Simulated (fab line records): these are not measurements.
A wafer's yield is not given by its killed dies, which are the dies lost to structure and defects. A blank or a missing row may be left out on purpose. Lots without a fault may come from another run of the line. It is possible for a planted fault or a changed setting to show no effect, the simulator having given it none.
The tool behind it: which one? ; flow berkeley cmos170 ; 21 wafers from 7 lots sampled at 2 of the route's 331 steps

WHAT THE GAUGES SHOWED, per wafer
UCB170_WELLDRIVE_THK_MEAS_02.
lot;measured;on;WELLDRIVE_OXIDE_THK (nm)
L285;day 4 16:40;film metro-03;202.6 200.7 201.0
L286;day 4 16:40;film metro-01;201.6 197.7 196.8
L289;day 5 10:56;film metro-01;199.2 201.2 199.4
L290;day 5 15:39;film metro-02;198.6 196.7 199.5
L298;day 7 04:04;film metro-02;204.9 203.4 203.1
L301;day 7 21:43;film metro-01;198.2 197.8 200.4
L303;day 8 12:14;film metro-01;197.5 198.0 196.2

TOOL THAT RAN EACH LOT (tool first, then ch and the chambers of the sampled wafers, then the start)
lot;UCB170_NWELL_STRIP_15
L285;plasma asher-03 ch 0,1, day 3 04:25
L286;plasma asher-04 ch 0,1, day 3 07:48
L289;plasma asher-01 ch 0,1, day 3 19:04
L290;plasma asher-01 ch 0,1, day 4 00:54
L298;plasma asher-03 ch 0,1, day 5 21:05
L301;plasma asher-01 ch 0,1, day 6 12:51
L303;plasma asher-01 ch 1, day 6 23:14
- UCB170_NWELL_STRIP_15: strips in O2.

THE ANSWER, worked out from the rows above alone
Rule: the lots themselves supply what counts as usual. Put in order of their means at a reading, lots are off if they are a third of the lots or fewer, leave a main group of 4 or more, and stand apart from it by a gap of 3 or more times the standard deviation of the main group's means; of several such gaps the widest counts. Not used: any main group whose means are identical at the precision the tables above print for the reading. A lot without any number at a reading at which 4 lots or more have one is off too. All remaining lots with rows at the step are treated as sound.
No lot is off at any reading shown: from this, nothing can be told.

WHAT HAD BEEN PUT IN BY THE SIMULATOR
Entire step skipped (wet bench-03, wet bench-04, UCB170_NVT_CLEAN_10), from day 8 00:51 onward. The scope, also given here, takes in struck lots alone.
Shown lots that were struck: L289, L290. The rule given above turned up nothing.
